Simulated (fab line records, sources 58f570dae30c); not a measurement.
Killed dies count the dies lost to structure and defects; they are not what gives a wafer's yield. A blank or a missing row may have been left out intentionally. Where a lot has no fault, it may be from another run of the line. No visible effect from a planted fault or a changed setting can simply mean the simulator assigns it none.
A struck lot beside a sound one / flow berkeley cmos170 / 27 out of 331 route steps
Sound: these wafers, L775.1, L775.2, L775.4. Struck: wafer L770.6. (L770.4, L770.5 of the same lot were not struck and are left out.) The cause comes at the end.
Per side, at each step with rows, come the tool, then ch with its chambers, and then its first start. Under that, the readings that differ: sound wafers / struck wafers / difference of the means / sigmas: that difference in standard deviations of wafers without a fault.
alike: readings whose means differ by less than 2 such deviations, and words and numbers that are the same on both sides. not compared: withheld readings, readings that some wafer has no value for, bounds like >300 that may hide the same value, and numbers for which the record gives no deviation and whose values overlap.
Wherever a step has rows on one side only, a row that says differs or no value, or a row with sigmas, the two part there. Numbers that don't overlap but have no deviation are shown without sigmas and don't part them. Lack of a reading on every wafer of one side parts them only where that side has two or more wafers.

first, 5 steps without rows for these wafers: UCB170_CONTACT_COAT_10 (resist thk 900 nm); UCB170_CONTACT_SOFTBAKE_11 (time 60 s); UCB170_CONTACT_EXPOSE_12 (exposes mask CONT, target cd 700 nm); UCB170_CONTACT_PEB_13; UCB170_CONTACT_DEVELOP_14 (develop time 45 s).
UCB170_CONTACT_CD_MEAS_15: target cd 700 nm.
  struck on cd sem-02, day 10 11:41; sound on cd sem-02, day 11 11:41
  alike: cd nm
UCB170_CONTACT_OVL_MEAS_16:
  struck on overlay-01, day 10 11:46; sound on overlay-02, day 11 11:49
reading=CONTACT_OVL (nm); sound=8 4 6; struck=-9; difference=-15; sigmas=-3
UCB170_CONTACT_ETCH_17: etches BARC in N2/H2.
  sound on rie diel-03 ch 1,2,3, day 11 11:50; struck on rie diel-04 ch 0, day 10 11:47
  alike: drypump motor current A, oes product au, throttle valve pct
UCB170_CONTACT_ETCH_18: etches PSG in CHF3/CF4/Ar, stops on TiSi2, target depth 840 nm, time 195 s.
  sound: rie diel-03 ch 1,2,3; struck: rie diel-04 ch 0
  alike: drypump motor current A, oes product au, throttle valve pct
  not compared: rf hours counter h
UCB170_CONTACT_STRIP_19: strips in O2.
  sound on plasma asher-03 ch 0,1, day 11 12:01; struck on plasma asher-03 ch 1, day 10 11:59
  alike: drypump motor current A, o2 flow sccm, oes product au
  not compared: rf hours counter h
UCB170_CONTACT_CD_MEAS_90: target cd 700 nm.
  struck on cd sem-01, day 10 12:07; sound on cd sem-01, day 11 12:07
  alike: cd nm
then, 1 step without rows for these wafers: UCB170_CONTACT_CLEAN_20 (cleans in SPM, time 600 s).
UCB170_M1_SPUTTER_00: material Al, target thk 600 nm, time 80 s.
  struck on pvd sputter-03, day 10 12:21; sound on pvd sputter-01, day 11 12:50
reading=model.Al_of_M1_SPUTTER_00.thk nm (nm); sound=605 610 603.7; struck=195.4; difference=-410.8; sigmas=
  alike: throttle valve pct
UCB170_M1_RS_MEAS_01: the measuring method here is four-point-probe.
  struck on film metro-01, day 10 12:28; sound on film metro-01, day 11 12:53
reading=M1_AL_RS (ohm/sq); sound=0.0481 0.0478 0.0482; struck=0.1550; difference=+0.1070; sigmas=+99 or more
UCB170_M1_THK_MEAS_02: measures by xrf.
  struck on film metro-01, day 10 12:34; sound on film metro-01, day 11 13:01
reading=M1_AL_THK (nm); sound=603 608 603; struck=195; difference=-410; sigmas=-53
then, 6 steps without rows for these wafers: UCB170_M1_COAT_03; UCB170_M1_COAT_04 (resist thk 886.6 nm); UCB170_M1_SOFTBAKE_05 (time 60 s); UCB170_M1_EXPOSE_06 (exposes mask METAL1, target cd 700 nm); UCB170_M1_PEB_07; UCB170_M1_DEVELOP_08 (develop time 45 s).
UCB170_M1_CD_MEAS_09: target cd 700 nm.
  struck on cd sem-02, day 10 13:44; sound on cd sem-02, day 11 14:01
  alike: cd nm
UCB170_M1_OVL_MEAS_10:
  struck on overlay-01, day 10 13:49; sound on overlay-01, day 11 14:08
  alike: M1_OVL
UCB170_M1_ETCH_11: etches BARC in N2/H2.
  sound on rie diel-03 ch 1,2,3, day 11 14:10; struck on rie diel-02 ch 2, day 10 13:50
reading=drypump motor current A (A); sound=5.1 5.5 5.4; struck=6.2; difference=+0.9; sigmas=+2
  alike: oes product au, throttle valve pct
UCB170_M1_METAL_ETCH_12: etches Al in Cl2/BCl3, stops on PSG, target depth 780 nm, time 130 s.
  sound on rie metal-04 ch 0,1, day 11 14:13; struck on rie metal-04 ch 1, day 10 13:55
reading=oes product au (a.u.); sound=0.867 0.882 0.859; struck=0.537; difference=-0.332; sigmas=-26
  alike: drypump motor current A, throttle valve pct
  not compared: rf hours counter h
UCB170_M1_STRIP_13: strips in O2.
  sound on plasma asher-04 ch 0,1, day 11 14:20; struck on plasma asher-04 ch 0, day 10 14:02
  alike: drypump motor current A, o2 flow sccm, oes product au
  not compared: rf hours counter h
UCB170_M3_PROBE_99:
  rows exist in the record for the sound wafers here (prober-02, day 12 07:29), none for the struck ones

== WHERE THEY PART ==
First at UCB170_CONTACT_OVL_MEAS_16; last, within this record, at UCB170_M3_PROBE_99.

WHY: the cause the simulator had injected
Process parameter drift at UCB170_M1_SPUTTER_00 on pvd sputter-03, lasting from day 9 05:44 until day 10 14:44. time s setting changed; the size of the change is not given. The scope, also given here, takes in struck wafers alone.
